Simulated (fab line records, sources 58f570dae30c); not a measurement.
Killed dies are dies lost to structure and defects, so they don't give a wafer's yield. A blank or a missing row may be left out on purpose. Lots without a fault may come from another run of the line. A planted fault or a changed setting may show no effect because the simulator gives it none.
fab line records | flow berkeley_cmos170 | part 1 of 2: steps 1 to 28 of 37
record lots=5 wafers=15 last_day=13
route steps=331 shown NVT@105 PVT@115 GATE@125 FIELD@126
lots that met no fault: from a run of the same line without faults
start_h: hours from the record's first day to the start of the lot's first wafer shown | wait_h: hours since the lot's step before | " the same as in the row above | L1.1+2: a row that stands for several wafers | - no value, or no start given | * or withheld: withheld | < > ~ a bound
route shown NAME@n: a module of which the file shows steps, and the number in the route of the first | usual: mean/standard deviation of fault-free wafers | same: alike in all rows | chamber/n: place in a boat | sites: the reading at each site | _std_site: their standard deviation | _edge_site: outer sites' mean less inner sites' | radius_mm: how far each site lies from the wafer's centre | mask NAME#n: copy n | behind: the tool/chamber that last shaped the wafer | hold: why the lot was held/for how many hours/how that ended | device: the transistor (n, p or np) that didn't switch | end of line: the same wafers' tests at the end of the route | a step without rows: its recipe alone | killed: dies lost to structure and defects at the first sort, not the wafer's yield | map: a wafer's dies, x killed, . not, _ none there
set.NAME: the setting as run; set.NAME@STEP: as run at that earlier step | model.NAME: the simulator's own value behind a step, which no gauge read
lots at some steps of the route; a table a step, a row a wafer
services: from which hour (start_h, from the record's first day; less than 0 if before it) a tool's chamber was out of use, for how many hours, and why
## steps
# step UCB170_NVT_COAT_01
# recipe resist=KrF spin_rpm=1500 resist_thk_nm=900
# usual spin_speed_rpm=1499.9/1.1
# columns lot.wafer tool chamber start_h wait_h spin_speed_rpm
L076.4 litho_track-03 0 143.30 0.1 1499.7
L076.5 " 0 " " 1499.7
L076.6 " 0 " " 1500.2
L079.1 litho_track-02 0 169.71 0.1 1499.9
L079.4 " 0 " " 1499.5
L079.6 " 0 " " 1501.1
L081.1 litho_track-04 0 184.24 0.1 1499.9
L081.5 " 0 " " 1500.2
L081.6 " 0 " " 1498.3
L088.2 litho_track-04 0 228.71 0.1 1500.9
L088.4 " 0 " " 1500.2
L088.5 " 0 " " 1501.2
L092.2 litho_track-03 0 247.84 0.1 1498.7
L092.3 " 0 " " 1499.9
L092.4 " 0 " " 1501.0
# step UCB170_NVT_SOFTBAKE_02
# recipe resist=KrF temp_c=130 time_s=60
# usual plate_temp_C=129.98/0.14
# columns lot.wafer tool chamber start_h wait_h plate_temp_C
L076.4 litho_track-03 0 143.45 0.1 130.27
L076.5 " 0 " " 129.99
L076.6 " 0 " " 130.10
L079.1 litho_track-02 0 169.86 0.1 129.88
L079.4 " 0 " " 130.11
L079.6 " 0 " " 129.94
L081.1 litho_track-04 0 184.39 0.1 129.83
L081.5 " 0 " " 129.88
L081.6 " 0 " " 130.00
L088.2 litho_track-04 0 228.86 0.1 130.16
L088.4 " 0 " " 129.93
L088.5 " 0 " " 130.08
L092.2 litho_track-03 0 247.99 0.1 130.02
L092.3 " 0 " " 129.74
L092.4 " 0 " " 130.02
# step UCB170_NVT_EXPOSE_03
# recipe mask_id=PWELL target_cd_nm=3000 na=0.5 sigma_outer=0.6 source_shape=conventional dose_mj=30
# usual reticle_temp_C=23.01/0.11
# same sigma_outer=0.6
# columns lot.wafer tool chamber start_h wait_h mask reticle_temp_C
L076.4 krf_scanner-02 0 143.59 0.1 PWELL#0 23.13
L076.5 " 0 " " PWELL#0 23.13
L076.6 " 0 " " PWELL#0 23.04
L079.1 krf_scanner-01 0 170.01 0.1 PWELL#0 22.86
L079.4 " 0 " " PWELL#0 22.88
L079.6 " 0 " " PWELL#0 22.80
L081.1 krf_scanner-01 0 184.94 0.5 PWELL#0 23.00
L081.5 " 0 " " PWELL#0 22.93
L081.6 " 0 " " PWELL#0 22.88
L088.2 krf_scanner-02 0 229.13 0.2 PWELL#0 22.96
L088.4 " 0 " " PWELL#0 22.96
L088.5 " 0 " " PWELL#0 23.15
L092.2 krf_scanner-02 0 248.51 0.5 PWELL#0 23.03
L092.3 " 0 " " PWELL#0 23.00
L092.4 " 0 " " PWELL#0 22.98
# step UCB170_NVT_PEB_04
# recipe peb_temp_c=130 peb_time_s=withheld resist=KrF
# usual plate_temp_C=129.96/0.11
# columns lot.wafer tool chamber start_h wait_h plate_temp_C
L076.4 litho_track-04 0 143.78 0.2 130.01
L076.5 " 0 " " 129.99
L076.6 " 0 " " 129.95
L079.1 litho_track-03 0 170.13 0.1 130.09
L079.4 " 0 " " 130.01
L079.6 " 0 " " 130.06
L081.1 litho_track-02 0 185.08 0.1 129.99
L081.5 " 0 " " 130.03
L081.6 " 0 " " 130.15
L088.2 litho_track-03 0 229.25 0.1 129.68
L088.4 " 0 " " 129.76
L088.5 " 0 " " 129.77
L092.2 litho_track-03 0 248.63 0.1 130.05
L092.3 " 0 " " 129.89
L092.4 " 0 " " 129.76
# step UCB170_NVT_DEVELOP_05
# recipe developer=TMAH develop_time_s=45 resist=KrF dev_temp_c=21
# columns lot.wafer tool chamber start_h wait_h
L076.4+5+6 litho_track-04 0 - -
L079.1+4+6 litho_track-03 0 - -
L081.1+5+6 litho_track-02 0 - -
L088.2+4+5 litho_track-03 0 - -
L092.2+3+4 litho_track-03 0 - -
# step UCB170_NVT_OVL_MEAS_06
# usual NVT_OVL=0/6.5
# columns lot.wafer tool chamber start_h wait_h NVT_OVL[nm]
L076.4 overlay-02 - 144.00 - -5
L076.5 " - " " 2
L076.6 " - " " -3
L079.1 overlay-01 - 170.40 - -4
L079.4 " - " " 8
L079.6 " - " " -5
L081.1 overlay-01 - 185.35 - 5
L081.5 " - " " 8
L081.6 " - " " 8
L088.2 overlay-02 - 229.51 - -1
L088.4 " - " " 3
L088.5 " - " " 8
L092.2 overlay-02 - 248.88 - -8
L092.3 " - " " -14
L092.4 " - " " -8
# step UCB170_NVT_IMPLANT_07
# recipe species=BF2 dose_cm2=2.979e+12 energy_kev=50 tilt_deg=7
# columns lot.wafer tool chamber start_h wait_h
L076.4+5+6 implanter-03 0 144.09 0.1
L079.1+4+6 implanter-01 0 170.44 0.0
L081.1+5+6 implanter-03 0 185.39 0.0
L088.2+4+5 implanter-03 0 229.56 0.0
L092.2+3+4 implanter-02 0 248.94 0.0
# step UCB170_NVT_STRIP_08
# recipe chemistry=O2 power_w=400 pressure_mtorr=3500 platen_temp_c=withheld o2_flow_sccm=400 overash_fraction=0.5
# usual chamber_pressure_mTorr=3500/3.1 drypump_motor_current_A=5.7/0.61 oes_product_au=0.735/0.0049 strip_time_to_endpoint_s=21.61/0.071
# columns lot.wafer tool chamber start_h wait_h chamber_pressure_mTorr drypump_motor_current_A oes_product_au rf_hours_counter_h strip_time_to_endpoint_s
L076.4 plasma_asher-02 1 144.20 0.1 3493 4.8 0.723 - 21.54
L076.5 " 0 " " 3499 5.4 0.739 - 21.51
L076.6 " 1 " " 3502 4.8 0.736 - 21.57
L079.1 plasma_asher-04 1 170.59 0.1 3504 5.7 0.734 40 21.69
L079.4 " 0 " " 3500 6.5 0.728 - 21.64
L079.6 " 0 " " 3497 6.5 0.726 - 21.62
L081.1 plasma_asher-01 1 185.54 0.1 3500 6.1 0.736 42 21.71
L081.5 " 1 " " 3501 6.1 0.734 - 21.65
L081.6 " 0 " " 3502 5.0 0.741 - 21.71
L088.2 plasma_asher-01 1 229.69 0.1 3505 6.1 0.737 45 21.48
L088.4 " 0 " " 3507 5.0 0.741 - 21.51
L088.5 " 0 " " 3497 5.0 0.727 - 21.51
L092.2 plasma_asher-02 1 249.06 0.1 3494 4.8 0.737 10 21.59
L092.3 " 1 " " 3501 4.8 0.743 - 21.60
L092.4 " 0 " " 3494 5.4 0.734 - 21.59
# step UCB170_NVT_TW_MEAS_09
# usual NVT_TW=522/4.8
# columns lot.wafer tool chamber start_h wait_h NVT_TW
L076.4 film_metro-03 - 144.30 0.1 525
L076.5 " - " " 525
L076.6 " - " " 523
L079.1 film_metro-01 - 170.69 0.1 522
L079.4 " - " " 525
L079.6 " - " " 525
L081.1 film_metro-01 - 185.64 0.1 523
L081.5 " - " " 523
L081.6 " - " " 525
L088.2 film_metro-02 - 229.80 0.1 519
L088.4 " - " " 518
L088.5 " - " " 515
L092.2 film_metro-01 - 249.17 0.1 526
L092.3 " - " " 529
L092.4 " - " " 531
# step UCB170_NVT_CLEAN_10
# recipe chemistry=SPM temp_c=120 time_s=600
# usual bath_heat_duty_pct=13.4/1.2 temp_c=120.01/0.12
# columns lot.wafer tool chamber start_h wait_h bath_heat_duty_pct temp_c
L076.4 wet_bench-04 2 144.33 0.0 14.2 119.93
L076.5 " 2 " " 15.8 119.96
L076.6 " 2 " " 14.9 119.81
L079.1 wet_bench-01 2 170.85 0.2 13.3 119.74
L079.4 " 2 " " 12.4 119.87
L079.6 " 2 " " 12.1 119.82
L081.1 wet_bench-04 1 185.70 0.1 14.3 119.85
L081.5 " 1 " " 12.9 120.07
L081.6 " 1 " " 14.0 120.05
L088.2 wet_bench-03 3 229.85 0.0 12.3 120.03
L088.4 " 3 " " 12.2 119.97
L088.5 " 3 " " 11.1 120.24
L092.2 wet_bench-03 1 249.39 0.2 12.6 119.71
L092.3 " 1 " " 12.3 120.02
L092.4 " 1 " " 11.4 119.94
# step UCB170_PVT_HMDS_00
# recipe prime_time_s=60 prime_temp_c=100
# columns lot.wafer tool chamber start_h wait_h
L076.4+5+6 litho_track-04 0 144.58 0.1
L079.1+4+6 litho_track-04 0 171.12 0.1
L081.1+5+6 litho_track-01 0 185.96 0.1
L088.2+4+5 litho_track-03 0 230.05 0.0
L092.2+3+4 litho_track-03 0 250.58 1.0
# step UCB170_PVT_COAT_01
# recipe resist=KrF spin_rpm=1500 resist_thk_nm=900
# usual spin_speed_rpm=1499.9/1.2
# columns lot.wafer tool chamber start_h wait_h spin_speed_rpm
L076.4 litho_track-04 0 144.73 0.1 1501.4
L076.5 " 0 " " 1502.7
L076.6 " 0 " " 1499.2
L079.1 litho_track-04 0 171.27 0.1 1500.3
L079.4 " 0 " " 1499.4
L079.6 " 0 " " 1499.4
L081.1 litho_track-01 0 186.11 0.1 1499.7
L081.5 " 0 " " 1499.5
L081.6 " 0 " " 1500.6
L088.2 litho_track-03 0 230.20 0.1 1499.1
L088.4 " 0 " " 1498.9
L088.5 " 0 " " 1499.2
L092.2 litho_track-03 0 250.73 0.1 1498.8
L092.3 " 0 " " 1498.3
L092.4 " 0 " " 1500.4
# step UCB170_PVT_SOFTBAKE_02
# recipe resist=KrF temp_c=130 time_s=60
# usual plate_temp_C=129.98/0.13
# columns lot.wafer tool chamber start_h wait_h plate_temp_C
L076.4 litho_track-04 0 144.88 0.1 129.96
L076.5 " 0 " " 129.93
L076.6 " 0 " " 130.16
L079.1 litho_track-04 0 171.42 0.1 129.83
L079.4 " 0 " " 130.05
L079.6 " 0 " " 129.86
L081.1 litho_track-01 0 186.26 0.1 129.86
L081.5 " 0 " " 129.95
L081.6 " 0 " " 129.92
L088.2 litho_track-03 0 230.35 0.1 130.10
L088.4 " 0 " " 130.03
L088.5 " 0 " " 129.98
L092.2 litho_track-03 0 250.88 0.1 130.11
L092.3 " 0 " " 130.22
L092.4 " 0 " " 130.15
# step UCB170_PVT_EXPOSE_03
# recipe mask_id=NWELL target_cd_nm=3000 na=0.5 sigma_outer=0.6 source_shape=conventional dose_mj=30
# usual reticle_temp_C=22.99/0.099
# same sigma_outer=0.6
# columns lot.wafer tool chamber start_h wait_h mask reticle_temp_C
L076.4 krf_scanner-01 0 145.14 0.2 NWELL#0 23.18
L076.5 " 0 " " NWELL#0 23.09
L076.6 " 0 " " NWELL#0 23.10
L079.1 krf_scanner-01 0 171.57 0.1 NWELL#0 23.15
L079.4 " 0 " " NWELL#0 23.05
L079.6 " 0 " " NWELL#0 23.06
L081.1 krf_scanner-01 0 186.41 0.1 NWELL#0 23.03
L081.5 " 0 " " NWELL#0 23.07
L081.6 " 0 " " NWELL#0 23.00
L088.2 krf_scanner-01 0 230.62 0.2 NWELL#0 22.88
L088.4 " 0 " " NWELL#0 22.98
L088.5 " 0 " " NWELL#0 22.97
L092.2 krf_scanner-01 0 251.15 0.2 NWELL#0 23.00
L092.3 " 0 " " NWELL#0 23.01
L092.4 " 0 " " NWELL#0 23.07
# step UCB170_PVT_PEB_04
# recipe peb_temp_c=130 peb_time_s=withheld resist=KrF
# usual plate_temp_C=130.01/0.13
# columns lot.wafer tool chamber start_h wait_h plate_temp_C
L076.4 litho_track-01 0 145.27 0.1 129.87
L076.5 " 0 " " 129.89
L076.6 " 0 " " 129.85
L079.1 litho_track-01 0 171.94 0.4 130.06
L079.4 " 0 " " 130.40
L079.6 " 0 " " 130.09
L081.1 litho_track-04 0 186.61 0.2 129.95
L081.5 " 0 " " 130.11
L081.6 " 0 " " 129.85
L088.2 litho_track-04 0 230.79 0.1 130.04
L088.4 " 0 " " 130.19
L088.5 " 0 " " 130.01
L092.2 litho_track-03 0 251.30 0.1 130.11
L092.3 " 0 " " 129.91
L092.4 " 0 " " 130.04
# step UCB170_PVT_DEVELOP_05
# recipe developer=TMAH develop_time_s=45 resist=KrF dev_temp_c=21
# columns lot.wafer tool chamber start_h wait_h
L076.4+5+6 litho_track-01 0 - -
L079.1+4+6 litho_track-01 0 - -
L081.1+5+6 litho_track-04 0 - -
L088.2+4+5 litho_track-04 0 - -
L092.2+3+4 litho_track-03 0 - -
# step UCB170_PVT_OVL_MEAS_06
# usual PVT_OVL=-3/6
# columns lot.wafer tool chamber start_h wait_h PVT_OVL[nm]
L076.4 overlay-01 - 145.49 - -2
L076.5 " - " " 4
L076.6 " - " " -3
L079.1 overlay-01 - 172.22 - -3
L079.4 " - " " 6
L079.6 " - " " 2
L081.1 overlay-02 - 186.88 - -5
L081.5 " - " " -5
L081.6 " - " " -4
L088.2 overlay-01 - 231.04 - -5
L088.4 " - " " -3
L088.5 " - " " -1
L092.2 overlay-01 - 251.56 - -10
L092.3 " - " " -12
L092.4 " - " " -5
# step UCB170_PVT_IMPLANT_07
# recipe species=P dose_cm2=2e+12 energy_kev=30 tilt_deg=7
# columns lot.wafer tool chamber start_h wait_h
L076.4+5+6 implanter-04 0 145.58 0.1
L079.1+4+6 implanter-04 0 172.25 0.0
L081.1+5+6 implanter-01 0 186.92 0.0
L088.2+4+5 implanter-04 0 231.10 0.0
L092.2+3+4 implanter-01 0 251.61 0.0
# step UCB170_PVT_STRIP_08
# recipe chemistry=O2 power_w=400 pressure_mtorr=3500 platen_temp_c=withheld o2_flow_sccm=400 overash_fraction=0.5
# usual chamber_pressure_mTorr=3500/3.6 drypump_motor_current_A=6.0/0.59 oes_product_au=0.734/0.0043 strip_time_to_endpoint_s=21.61/0.076
# columns lot.wafer tool chamber start_h wait_h chamber_pressure_mTorr drypump_motor_current_A oes_product_au rf_hours_counter_h strip_time_to_endpoint_s
L076.4 plasma_asher-01 1 145.69 0.1 3499 6.1 0.732 - 21.67
L076.5 " 1 " " 3502 6.1 0.729 - 21.70
L076.6 " 0 " " 3499 5.0 0.734 - 21.73
L079.1 plasma_asher-01 0 172.40 0.1 3500 5.0 0.737 40 21.61
L079.4 " 0 " " 3495 5.0 0.731 - 21.63
L079.6 " 0 " " 3513 5.0 0.741 - 21.57
L081.1 plasma_asher-04 1 187.07 0.1 3493 5.7 0.735 43 21.56
L081.5 " 0 " " 3505 6.5 0.729 - 21.57
L081.6 " 1 " " 3497 5.8 0.732 - 21.58
L088.2 plasma_asher-01 1 231.22 0.1 3507 6.1 0.729 46 21.54
L088.4 " 0 " " 3496 5.0 0.733 - 21.54
L088.5 " 0 " " 3496 5.0 0.732 - 21.56
L092.2 plasma_asher-01 0 251.74 0.1 3500 5.0 0.737 47 21.56
L092.3 " 0 " " 3506 5.0 0.736 - 21.54
L092.4 " 1 " " 3504 6.1 0.734 - 21.45
# step UCB170_PVT_TW_MEAS_09
# usual PVT_TW=506/4.5
# columns lot.wafer tool chamber start_h wait_h PVT_TW
L076.4 film_metro-01 - 145.79 0.1 507
L076.5 " - " " 507
L076.6 " - " " 508
L079.1 film_metro-02 - 172.50 0.1 504
L079.4 " - " " 501
L079.6 " - " " 506
L081.1 film_metro-02 - 187.17 0.1 502
L081.5 " - " " 506
L081.6 " - " " 505
L088.2 film_metro-01 - 231.33 0.1 509
L088.4 " - " " 507
L088.5 " - " " 505
L092.2 film_metro-04 - 251.85 0.1 516
L092.3 " - " " 514
L092.4 " - " " 512
# step UCB170_GATE_WET_ETCH_00
# recipe chemistry=dHF dilution=25:1 target=SiO2 temp_c=25 time_s=200
# usual bath_heat_duty_pct=6.2/0.7 temp_c=25.01/0.091
# columns lot.wafer tool chamber start_h wait_h bath_heat_duty_pct temp_c
L076.4 wet_bench-02 3 145.82 0.0 5.9 25.09
L076.5 " 3 " " 7.1 24.93
L076.6 " 3 " " 6.6 25.05
L079.1 wet_bench-02 0 172.56 0.1 5.4 25.20
L079.4 " 0 " " 6.8 25.15
L079.6 " 0 " " 6.0 25.16
L081.1 wet_bench-03 0 187.23 0.1 6.3 24.96
L081.5 " 0 " " 5.7 24.95
L081.6 " 0 " " 6.2 24.97
L088.2 wet_bench-02 3 231.38 0.0 7.2 25.00
L088.4 " 3 " " 6.4 24.97
L088.5 " 3 " " 7.3 25.16
L092.2 wet_bench-02 3 251.90 0.0 5.8 24.96
L092.3 " 3 " " 6.8 24.98
L092.4 " 3 " " 7.1 24.95
# step UCB170_FIELD_THK_MEAS_91
# recipe reads=SiO2_of_FIELD_OXIDATION_01
# usual FIELD_OXIDE_LEFT_2_THK=356/8.8
# columns lot.wafer tool chamber start_h wait_h FIELD_OXIDE_LEFT_2_THK[nm]
L076.4 film_metro-01 - 145.91 0.0 332
L076.5 " - " " 344
L076.6 " - " " 349
L079.1 film_metro-01 - 172.63 0.0 350
L079.4 " - " " 354
L079.6 " - " " 357
L081.1 film_metro-04 - 187.29 0.0 344
L081.5 " - " " 351
L081.6 " - " " 349
L088.2 film_metro-04 - 231.46 0.0 354
L088.4 " - " " 369
L088.5 " - " " 359
L092.2 film_metro-02 - 251.97 0.0 346
L092.3 " - " " 348
L092.4 " - " " 350
# step UCB170_GATE_OXIDATION_01
# recipe temp_c=850 ambient=O2 target_thk_a=66 ox_time_s=1800
# columns lot.wafer tool chamber start_h wait_h
L076.4+5+6 furnace-04 0 147.33 1.4
L079.1+4+6 furnace-01 0 183.61 11.0
L081.1+5+6 furnace-01 0 195.88 8.6
L088.2+4+5 furnace-01 0 237.91 6.4
L092.2+3+4 furnace-01 0 255.18 3.2
# step UCB170_GATE_THK_MEAS_02
# recipe reads=SiO2_of_GATE_OXIDATION_01
# usual GATE_OXIDE_THK=6.55/0.14
# columns lot.wafer tool chamber start_h wait_h GATE_OXIDE_THK[nm]
L076.4 film_metro-02 - 148.86 0.0 6.59
L076.5 " - " " 6.60
L076.6 " - " " 6.54
L079.1 film_metro-03 - 185.11 0.0 6.38
L079.4 " - " " 6.40
L079.6 " - " " 6.44
L081.1 film_metro-04 - 197.41 0.0 6.44
L081.5 " - " " 6.56
L081.6 " - " " 6.57
L088.2 film_metro-03 - 239.42 0.0 6.65
L088.4 " - " " 6.65
L088.5 " - " " 6.65
L092.2 film_metro-04 - 256.69 0.0 6.45
L092.3 " - " " 6.43
L092.4 " - " " 6.57
# step UCB170_GATE_ANNEAL_03
# recipe temp_c=900 time_s=1800 ambient=N2
# columns lot.wafer tool chamber start_h wait_h
L076.4+5+6 furnace-01 0 152.67 3.8
L079.1+4+6 furnace-01 0 192.88 7.8
L081.1+5+6 furnace-04 0 204.69 7.3
L088.2+4+5 furnace-01 0 246.09 6.7
L092.2+3+4 furnace-04 0 259.50 2.8
# step UCB170_GATE_CVD_04
# recipe material=poly-Si temp_c=610 precursor=SiH4 time_s=1440 pressure_mtorr=375 target_thk_nm=214 sih4_flow_sccm=120
# columns lot.wafer tool chamber start_h wait_h
L076.4+5+6 lpcvd-01 1 154.69 0.5
L079.1+4+6 lpcvd-01 1 194.38 0.0
L081.1+5+6 lpcvd-01 0 206.19 0.0
L088.2+4+5 lpcvd-02 0 247.59 0.0
L092.2+3+4 lpcvd-01 1 261.00 0.0
# step UCB170_GATE_THK_MEAS_05
# recipe reads=poly-Si_of_GATE_CVD_04
# usual GATE_POLY_THK=214.1/1.8
# columns lot.wafer tool chamber start_h wait_h GATE_POLY_THK[nm]
L076.4 film_metro-04 - 156.18 0.1 213.5
L076.5 " - " " 212.9
L076.6 " - " " 212.6
L079.1 film_metro-02 - 195.78 0.0 214.1
L079.4 " - " " 213.4
L079.6 " - " " 214.6
L081.1 film_metro-04 - 207.59 0.0 216.3
L081.5 " - " " 214.3
L081.6 " - " " 215.0
L088.2 film_metro-04 - 249.00 0.0 211.1
L088.4 " - " " 212.6
L088.5 " - " " 213.3
L092.2 film_metro-03 - 262.41 0.0 213.3
L092.3 " - " " 214.7
L092.4 " - " " 216.8
# step UCB170_GATE_COAT_06
# recipe resist=BARC temp_c=withheld time_s=withheld spin_rpm=3000 resist_thk_nm=withheld
# usual spin_speed_rpm=3000.0/2.3
# columns lot.wafer tool chamber start_h wait_h spin_speed_rpm
L076.4 litho_track-04 0 156.72 0.5 3000.8
L076.5 " 0 " " 3003.7
L076.6 " 0 " " 3003.6
L079.1 litho_track-01 0 195.84 0.1 3003.7
L079.4 " 0 " " 3001.8
L079.6 " 0 " " 3001.9
L081.1 litho_track-01 0 207.81 0.2 3001.4
L081.5 " 0 " " 3002.3
L081.6 " 0 " " 3000.0
L088.2 litho_track-02 0 249.71 0.7 2999.1
L088.4 " 0 " " 2998.8
L088.5 " 0 " " 2996.6
L092.2 litho_track-04 0 263.45 1.0 3000.4
L092.3 " 0 " " 2997.3
L092.4 " 0 " " 3002.4
